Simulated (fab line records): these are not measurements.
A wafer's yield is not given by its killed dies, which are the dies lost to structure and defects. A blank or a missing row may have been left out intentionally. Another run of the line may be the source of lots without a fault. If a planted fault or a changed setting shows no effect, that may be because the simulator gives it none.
fab line records | flow rit-cmos
record lots=5 wafers=15 last-day=7
route steps=202 shown ACTIVE@8 FOX1@20
lots that met no fault: from a run of the same line without faults
start-h: start of the lot's first displayed wafer, in hours after the record's first day | wait-h: how many hours have passed since the lot's step before this one | " same as the row above | L1.1+2: one row covering several wafers at once | - either no value or no given start | * or withheld: withheld | < > ~ a bound
route shown NAME@n: NAME is a module with steps in the file, n the number in the route of the first one | usual: mean/standard deviation of fault-free wafers | same: alike in all rows | chamber/n: place in a boat | sites: the reading at each site | _std_site: standard deviation across them | _edge_site: mean of outer sites minus mean of inner sites | radius-mm: for every site, how far away it sits from the centre of the wafer | mask NAME#n: copy n | behind: the tool/chamber that last shaped the wafer | hold: what put the lot on hold/how long, in hours/how the hold closed | device: the transistor (n, p or np) that didn't switch | end of line: the same wafers' tests at the end of the route | step lacking rows: just its recipe | killed: dies lost to structure and defects at the first sort, not the wafer's yield | map: a wafer's dies, marking killed ones x, the rest . and places with no die _
set.NAME: setting as actually run; set.NAME@STEP: the setting as run at that earlier step | model.NAME: the simulator's own value behind a step, which no gauge read
lots seen at some steps along the route; tables by step, rows by wafer
services: a tool's chamber out of use, with start hour (start-h, from the record's first day; less than 0 if before it), hours out, and reason
## steps
# step RIT_ACTIVE_SOFTBAKE_07
# recipe resist=NOVOLAK temp-c=90 time-s=60
# usual chill-plate-temp-C=22.99/0.096 resist-line-temp-C=22.98/0.096
# columns lot.wafer tool chamber start-h wait-h chill-plate-temp-C resist-line-temp-C
L074.1 litho-track-03 0 13.89 0.1 23.07 23.07
L074.3 " 0 " " 23.17 22.93
L074.4 " 0 " " 23.14 23.03
L077.1 litho-track-01 0 29.32 0.1 23.02 23.12
L077.2 " 0 " " 22.98 23.01
L077.6 " 0 " " 22.91 22.90
L087.2 litho-track-03 0 81.11 0.1 22.91 22.95
L087.4 " 0 " " 23.02 22.88
L087.5 " 0 " " 22.94 22.97
L091.1 litho-track-03 0 99.61 0.1 23.08 23.00
L091.2 " 0 " " 22.97 22.86
L091.6 " 0 " " 22.92 23.12
L097.1 litho-track-04 0 129.74 0.1 22.95 22.93
L097.2 " 0 " " 22.90 22.95
L097.3 " 0 " " 22.93 23.08
# step RIT_ACTIVE_EXPOSE_08
# recipe mask-id=M1 na=0.6 source-shape=conventional sigma-outer=0.6 target-cd-nm=1400 dose-mj=225
# same na=0.6 sigma-outer=0.6
# columns lot.wafer tool chamber start-h wait-h mask
L074.1+3+4 iline-stepper-02 0 14.16 0.2 M1#0
L077.1+2+6 iline-stepper-01 0 29.59 0.2 M1#0
L087.2+4+5 iline-stepper-02 0 81.26 0.1 M1#0
L091.1+2+6 iline-stepper-02 0 99.76 0.1 M1#0
L097.1+2+3 iline-stepper-01 0 130.02 0.2 M1#0
# step RIT_ACTIVE_PEB_09
# recipe resist=NOVOLAK temp-c=withheld time-s=withheld
# usual chill-plate-temp-C=* resist-line-temp-C=*
# columns lot.wafer tool chamber start-h wait-h chill-plate-temp-C resist-line-temp-C
L074.1 litho-track-01 0 14.28 0.1 * *
L074.3 " 0 " " * *
L074.4 " 0 " " * *
L077.1 litho-track-01 0 29.71 0.1 * *
L077.2 " 0 " " * *
L077.6 " 0 " " * *
L087.2 litho-track-04 0 81.38 0.1 * *
L087.4 " 0 " " * *
L087.5 " 0 " " * *
L091.1 litho-track-01 0 99.88 0.1 * *
L091.2 " 0 " " * *
L091.6 " 0 " " * *
L097.1 litho-track-03 0 130.13 0.1 * *
L097.2 " 0 " " * *
L097.3 " 0 " " * *
# step RIT_ACTIVE_DEVELOP_10
# recipe resist=NOVOLAK develop-time-s=50 dev-temp-c=24.02
# usual chill-plate-temp-C=22.99/0.1 resist-line-temp-C=23.01/0.11
# columns lot.wafer tool chamber start-h wait-h chill-plate-temp-C resist-line-temp-C
L074.1 litho-track-01 0 - - 23.04 23.02
L074.3 " 0 " " 23.06 23.06
L074.4 " 0 " " 23.05 22.98
L077.1 litho-track-01 0 - - 22.85 22.91
L077.2 " 0 " " 22.94 22.86
L077.6 " 0 " " 22.83 23.02
L087.2 litho-track-04 0 - - 22.99 23.19
L087.4 " 0 " " 22.86 23.14
L087.5 " 0 " " 22.94 23.17
L091.1 litho-track-01 0 - - 23.06 23.00
L091.2 " 0 " " 22.91 23.09
L091.6 " 0 " " 23.07 22.90
L097.1 litho-track-03 0 - - 23.12 23.18
L097.2 " 0 " " 23.02 22.93
L097.3 " 0 " " 23.11 23.11
# step RIT_ACTIVE_CD_MEAS_11
# recipe target-cd-nm=1400
# usual cd-nm=1399.9/2.4
# columns lot.wafer tool chamber start-h wait-h cd-nm
L074.1 cd-sem-01 - 14.56 - 1399.1
L074.3 " - " " 1399.4
L074.4 " - " " 1396.4
L077.1 cd-sem-01 - 29.99 - 1402.9
L077.2 " - " " 1403.7
L077.6 " - " " 1404.0
L087.2 cd-sem-01 - 81.66 - 1396.8
L087.4 " - " " 1398.1
L087.5 " - " " 1399.7
L091.1 cd-sem-01 - 100.23 - 1401.2
L091.2 " - " " 1401.1
L091.6 " - " " 1401.5
L097.1 cd-sem-02 - 130.42 - 1402.1
L097.2 " - " " 1401.0
L097.3 " - " " 1402.0
# step RIT_ACTIVE_HARDBAKE_12
# recipe resist=NOVOLAK temp-c=140 time-s=60
# usual chill-plate-temp-C=23.00/0.09 resist-line-temp-C=23.01/0.098
# columns lot.wafer tool chamber start-h wait-h chill-plate-temp-C resist-line-temp-C
L074.1 litho-track-04 0 14.68 0.1 23.03 23.05
L074.3 " 0 " " 22.86 23.00
L074.4 " 0 " " 22.76 22.93
L077.1 litho-track-03 0 30.11 0.1 23.03 22.96
L077.2 " 0 " " 22.97 23.17
L077.6 " 0 " " 23.04 23.09
L087.2 litho-track-03 0 81.78 0.1 23.02 23.10
L087.4 " 0 " " 23.05 23.08
L087.5 " 0 " " 23.00 23.00
L091.1 litho-track-03 0 100.48 0.2 22.88 23.15
L091.2 " 0 " " 22.96 23.05
L091.6 " 0 " " 22.98 23.05
L097.1 litho-track-04 0 130.54 0.1 23.11 23.16
L097.2 " 0 " " 22.98 23.15
L097.3 " 0 " " 22.92 23.11
# step RIT_ACTIVE_ETCH_13
# recipe stop-on=SiO2 chemistry=SF6 target=Si3N4 time-s=210 over-etch-frac=0.4115 SF6_flow_sccm=200 pressure-mtorr=260 rf-w=125 target-depth-a=2100
# usual drypump-motor-current-A=5.52/0.25 oes-product-au=0.818/0.011 throttle-valve-pct=7.50/0.12
# columns lot.wafer tool chamber start-h wait-h drypump-motor-current-A oes-product-au rf-hours-counter-h throttle-valve-pct
L074.1 rie-diel-01 3 14.83 0.1 4.97 0.805 6 7.58
L074.3 " 1 " " 5.40 0.844 115 7.29
L074.4 " 2 " " 6.06 0.817 90 7.66
L077.1 rie-diel-01 0 30.26 0.1 5.77 0.829 100 7.47
L077.2 " 2 " " 6.04 0.818 91 7.64
L077.6 " 2 " " 6.06 0.815 - 7.65
L087.2 rie-diel-03 2 81.91 0.1 5.36 0.822 6 7.40
L087.4 " 1 " " 5.19 0.828 90 7.59
L087.5 " 2 " " 5.32 0.832 - 7.39
L091.1 rie-diel-03 1 100.63 0.1 5.22 0.808 91 7.59
L091.2 " 2 " " 5.33 0.826 6 7.39
L091.6 " 0 " " 5.83 0.808 - 7.50
L097.1 rie-diel-02 2 130.69 0.1 5.42 0.807 123 7.47
L097.2 " 3 " " 5.54 0.816 168 7.61
L097.3 " 0 " " 5.61 0.818 23 7.34
# step RIT_ACTIVE_STRIP_14
# recipe chemistry=O2 time-s=180 resist=NOVOLAK platen-temp-c=withheld power-w=500 pressure-mtorr=4000 o2-flow-sccm=4000
# usual drypump-motor-current-A=5.73/0.29
# columns lot.wafer tool chamber start-h wait-h drypump-motor-current-A rf-hours-counter-h
L074.1 plasma-asher-04 1 14.97 0.1 5.58 36
L074.3 " 1 " " 5.54 -
L074.4 " 0 " " 5.42 -
L077.1 plasma-asher-04 0 30.40 0.1 5.47 38
L077.2 " 1 " " 5.55 38
L077.6 " 0 " " 5.45 -
L087.2 plasma-asher-01 1 82.04 0.1 5.53 45
L087.4 " 0 " " 6.21 -
L087.5 " 0 " " 6.24 -
L091.1 plasma-asher-02 1 100.77 0.1 6.14 46
L091.2 " 0 " " 5.83 46
L091.6 " 0 " " 5.84 -
L097.1 plasma-asher-04 1 130.82 0.1 5.56 1
L097.2 " 0 " " 5.43 1
L097.3 " 1 " " 5.56 -
# step RIT_ACTIVE_CD_MEAS_90
# recipe target-cd-nm=1400
# usual cd-nm=1400.0/2.5
# columns lot.wafer tool chamber start-h wait-h cd-nm
L074.1 cd-sem-02 - 15.14 0.1 1398.4
L074.3 " - " " 1399.6
L074.4 " - " " 1395.9
L077.1 cd-sem-02 - 30.57 0.1 1403.0
L077.2 " - " " 1404.0
L077.6 " - " " 1404.1
L087.2 cd-sem-01 - 82.24 0.1 1396.9
L087.4 " - " " 1398.2
L087.5 " - " " 1399.5
L091.1 cd-sem-02 - 100.94 0.1 1401.3
L091.2 " - " " 1401.0
L091.6 " - " " 1401.0
L097.1 cd-sem-01 - 130.99 0.1 1401.8
L097.2 " - " " 1401.4
L097.3 " - " " 1401.6
# step RIT_ACTIVE_CLEAN_15
# recipe chemistry=SC1 mix=3:3:50 time-s=600 temp-c=75
# columns lot.wafer tool chamber start-h wait-h
L074.1+3+4 wet-bench-01 1 15.26 0.1
L077.1+2+6 wet-bench-04 0 30.69 0.1
L087.2+4+5 wet-bench-01 2 82.34 0.1
L091.1+2+6 wet-bench-04 2 101.06 0.1
L097.1+2+3 wet-bench-02 2 131.11 0.1
# step RIT_ACTIVE_CLEAN_16
# recipe chemistry=dHF dilution=50:1 time-s=30
# columns lot.wafer tool chamber start-h wait-h
L074.1+3+4 wet-bench-02 0 15.44 0.0
L077.1+2+6 wet-bench-02 2 30.88 0.0
L087.2+4+5 wet-bench-04 0 82.53 0.0
L091.1+2+6 wet-bench-01 2 101.24 0.0
L097.1+2+3 wet-bench-01 3 131.29 0.0
# step RIT_ACTIVE_CLEAN_17
# recipe chemistry=SC2 mix=3:3:50 time-s=600 temp-c=75 dry=n2-spin
# columns lot.wafer tool chamber start-h wait-h
L074.1+3+4 wet-bench-01 1 15.47 0.0
L077.1+2+6 wet-bench-01 0 30.92 0.0
L087.2+4+5 wet-bench-01 2 82.54 0.0
L091.1+2+6 wet-bench-04 2 101.25 0.0
L097.1+2+3 wet-bench-04 0 131.31 0.0
# step RIT_FOX1_OXIDATION_00
# recipe temp-c=1100 ambient=H2O target-thk-a=3507 p-h2o-torr=720 ox-time-s=1130
# usual ox-temp-c=1100.0/0.48 spike-tc-centre-C=1103.5/1.3 spike-tc-source-C=1127.0/2.4 zone-power-centre-pct=51/3.1
# same ox-time-s=1130
# columns lot.wafer tool chamber start-h wait-h ox-temp-c spike-tc-centre-C spike-tc-source-C zone-power-centre-pct
L074.1 furnace-01 0 17.68 2.0 1099.8 1103.1 1124.2 51
L074.3 " 0 " " 1100.2 1104.0 1125.1 51
L074.4 " 0 " " 1100.6 1103.2 1126.0 51
L077.1 furnace-01 0 31.57 0.5 1100.5 1102.5 1125.0 50
L077.2 " 0 " " 1100.2 1103.0 1123.6 51
L077.6 " 0 " " 1100.9 1102.6 1123.7 51
L087.2 furnace-03 0 82.73 0.0 1100.2 1104.6 1128.8 55
L087.4 " 0 " " 1099.7 1104.3 1127.6 55
L087.5 " 0 " " 1099.9 1103.1 1129.4 54
L091.1 furnace-01 0 102.10 0.7 1099.8 1104.0 1124.5 52
L091.2 " 0 " " 1099.2 1102.4 1123.7 50
L091.6 " 0 " " 1099.7 1104.5 1124.2 51
L097.1 furnace-01 0 132.05 0.4 1100.6 1104.0 1124.2 51
L097.2 " 0 " " 1100.9 1102.9 1124.5 51
L097.3 " 0 " " 1099.6 1103.4 1122.9 51
# step RIT_FOX1_THK_MEAS_01
# recipe reads=SiO2_of_FOX1_OXIDATION_00
# usual FOX1_OXIDE_THK=350/6.6
# columns lot.wafer tool chamber start-h wait-h FOX1_OXIDE_THK[nm]
L074.1 film-metro-02 - 18.99 0.0 355
L074.3 " - " " 360
L074.4 " - " " 354
L077.1 film-metro-01 - 32.88 0.0 352
L077.2 " - " " 344
L077.6 " - " " 344
L087.2 film-metro-04 - 84.06 0.0 355
L087.4 " - " " 347
L087.5 " - " " 346
L091.1 film-metro-04 - 103.41 0.0 350
L091.2 " - " " 352
L091.6 " - " " 353
L097.1 film-metro-02 - 133.37 0.0 347
L097.2 " - " " 342
L097.3 " - " " 354
## services
# columns tool chamber start-h hours kind
iline-stepper-01 - -5.20 3.9 repair
rie-diel-02 2 15.15 7.5 repair
iline-stepper-02 0 19.66 - calibration
rie-diel-02 1 24.10 127.8 repair
wet-bench-02 - 49.74 1.7 repair
furnace-03 - 69.77 2.6 pm
rie-diel-01 - 70.58 2.8 pm
furnace-03 - 72.37 4.9 pm
rie-diel-01 3 79.01 14.1 repair
plasma-asher-02 - 79.75 1.5 repair
iline-stepper-01 0 81.80 - calibration
plasma-asher-01 - 86.60 2.0 repair
plasma-asher-04 - 108.75 9.0 pm
plasma-asher-04 0 108.75 9.0 vent-cycle
plasma-asher-04 1 108.75 9.0 vent-cycle
rie-diel-03 0 114.18 - clean
rie-diel-03 0 114.18 22.0 scheduled-down
rie-diel-03 0 114.18 22.0 vent-cycle
plasma-asher-04 0 117.75 - clean
plasma-asher-04 1 117.75 - clean
## key
fault none
